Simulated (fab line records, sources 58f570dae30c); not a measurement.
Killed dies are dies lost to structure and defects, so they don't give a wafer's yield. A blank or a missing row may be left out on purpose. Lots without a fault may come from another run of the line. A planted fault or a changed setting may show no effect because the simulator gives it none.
One fault seen from 2 desks | flow berkeley_cmos170 | each desk has only its own numbers; what lay behind them comes last

THE TOOL OWNER'S DESK: rie_metal-01
The tool's own readings at UCB170_M2_METAL_ETCH_18 (etches Al in Cl2/BCl3, stops on SiO2, target depth 1170 nm, time 195 s): means of the sampled wafers that have a number, for each lot that ran on this tool. A lot is out of limits, marked OUT, if its mean lies more than 4 standard deviations from the usual mean; the brackets give that distance.
Columns: A = bias_w at UCB170_M2_METAL_ETCH_18, usual 120.0 W; B = drypump_motor_current_A at UCB170_M2_METAL_ETCH_18, usual 5.8 A; C = oes_product_au at UCB170_M2_METAL_ETCH_18, usual 0.873 a.u.; D = throttle_valve_pct at UCB170_M2_METAL_ETCH_18, usual 24.15 %
lot  | first seen here | A     | B   | C     | D
L951 | day 8 08:32     | 119.9 | 5.7 | 0.873 | 24.10
L953 | day 8 22:59     | 120.4 | 6.1 | 0.879 | 24.06
L957 | day 10 04:13    | 120.3 | 5.7 | 0.869 | 24.09
L960 | day 10 22:20    | 120.3 | 6.1 | 0.868 | 24.05
L969 | day 13 12:16    | 119.9 | 6.1 | 0.879 | 24.06
L972 | day 14 01:16    | 119.9 | 6.5 | 0.876 | 24.02
This desk's finding: nothing out of limits on any of the 6 lots.

THE METROLOGY DESK
What the gauges read, lot by lot, whatever tool the lot ran on: means of the sampled wafers that have a number. A lot is out of limits, marked OUT, if its mean lies more than 4 standard deviations from the usual mean; the brackets give that distance.
Columns: A = cd_nm at UCB170_M3_CD_MEAS_90, usual 698.8 nm
lot  | first seen here | A
L951 | day 8 14:20     | 701.5
L953 | day 9 04:35     | 700.3
L955 | day 9 16:28     | 697.9
L958 | day 10 08:13    | 697.0
L957 | day 10 09:28    | 698.1
L960 | day 11 03:44    | 695.9
L967 | day 12 01:35    | 697.8
L965 | day 12 08:17    | 701.9
L969 | day 13 18:26    | 696.6
L970 | day 13 22:04    | 698.3
L972 | day 14 10:05    | 698.7
L971 | day 14 10:25    | 697.6
L974 | day 14 12:28    | 701.2
L973 | day 14 13:47    | 695.4
This desk's finding: nothing out of limits on any of the 14 lots.

PUT TOGETHER
The tool owner's desk saw nothing out of limits.
The metrology desk saw nothing out of limits.

WHAT THE SIMULATOR HAD PUT IN
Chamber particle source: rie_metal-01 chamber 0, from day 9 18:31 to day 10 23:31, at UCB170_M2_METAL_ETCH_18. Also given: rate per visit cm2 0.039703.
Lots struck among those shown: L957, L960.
